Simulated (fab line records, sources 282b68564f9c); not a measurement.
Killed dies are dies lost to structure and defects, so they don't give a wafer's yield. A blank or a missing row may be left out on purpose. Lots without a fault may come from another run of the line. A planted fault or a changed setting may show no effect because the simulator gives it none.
A struck lot beside a sound one | flow rit_cmos | 15 steps out of a route of 202
Sound: wafers L208.3, L208.4, L208.5. Struck: wafer L214.6. (L214.2, L214.4 of the same lot were not struck and are left out.) The cause comes at the end.
At each step with rows: each side's tool, then ch and its chambers, then its first start. Under that, the readings that differ: sound wafers | struck wafers | difference of the means | sigmas: that difference in standard deviations of wafers without a fault.
alike: readings whose means differ by less than 2 such deviations, and words and numbers that are the same on both sides. not compared: withheld readings, readings that some wafer has no value for, bounds like >300 that may hide the same value, and numbers for which the record gives no deviation and whose values overlap.
The two part at a step that has a row with sigmas, a row that says differs or no value, or rows on one side only. Numbers that don't overlap but have no deviation are shown without sigmas and don't part them. A reading that every wafer of one side lacks parts them only if that side has two wafers or more.

first, 1 step without rows for these wafers: RIT_ACTIVE_OXIDATION_01 (target thk 46.8 nm, ox time 3360 s).
RIT_ACTIVE_THK_MEAS_02:
  sound on film_metro-04, day 2 13:05; struck on film_metro-04, day 3 19:59
  reading               | sound          | struck | difference | sigmas
  ACTIVE_OXIDE_THK (nm) | 47.2 47.7 48.1 | 44.8   | -2.9       | -3
then, 1 step without rows for these wafers: RIT_ACTIVE_CVD_03 (deposits Si3N4 from SiH2Cl2/NH3, target thk 150 nm, time 1500 s).
RIT_ACTIVE_THK_MEAS_04:
  sound on film_metro-02, day 2 14:34; struck on film_metro-04, day 3 21:28
  alike: ACTIVE_NITRIDE_THK
then, 6 steps without rows for these wafers: RIT_ACTIVE_HMDS_05 (prime time 60 s); RIT_ACTIVE_COAT_06 (resist thk 1000 nm); RIT_ACTIVE_SOFTBAKE_07 (time 60 s); RIT_ACTIVE_EXPOSE_08 (exposes mask M1, target cd 1400 nm); RIT_ACTIVE_PEB_09; RIT_ACTIVE_DEVELOP_10 (develop time 50 s).
RIT_ACTIVE_CD_MEAS_11: target cd 1400 nm.
  sound on cd_sem-01, day 2 15:29; struck on cd_sem-01, day 3 22:31
  alike: cd_nm
then, 1 step without rows for these wafers: RIT_ACTIVE_HARDBAKE_12 (time 60 s).
RIT_ACTIVE_ETCH_13: etches Si3N4 in SF6, stops on SiO2, time 210 s, target depth 210 nm.
  sound on rie_diel-04 ch 0,1,3, day 2 15:43; struck on rie_diel-04 ch 0, day 3 22:46
  reading                                     | sound             | struck | difference | sigmas
  model.NOVOLAK_of_ACTIVE_COAT_06.thk_nm (nm) | 648.1 651.6 646.7 | 691.4  | +42.6      |
  alike: drypump_motor_current_A, oes_product_au, throttle_valve_pct
  not compared: rf_hours_counter_h
RIT_ACTIVE_STRIP_14: strips in O2, time 180 s.
  sound on plasma_asher-01 ch 0,1, day 2 15:55; struck on plasma_asher-03 ch 1, day 3 22:53
  alike: drypump_motor_current_A
  not compared: rf_hours_counter_h
RIT_M1_PROBE_99:
  the record has rows for the sound wafers here (prober-01, day 4 14:29) and none for the struck ones

WHERE THEY PART
First at RIT_ACTIVE_THK_MEAS_02; last, within this record, at RIT_M1_PROBE_99.

WHY: what the simulator had put in
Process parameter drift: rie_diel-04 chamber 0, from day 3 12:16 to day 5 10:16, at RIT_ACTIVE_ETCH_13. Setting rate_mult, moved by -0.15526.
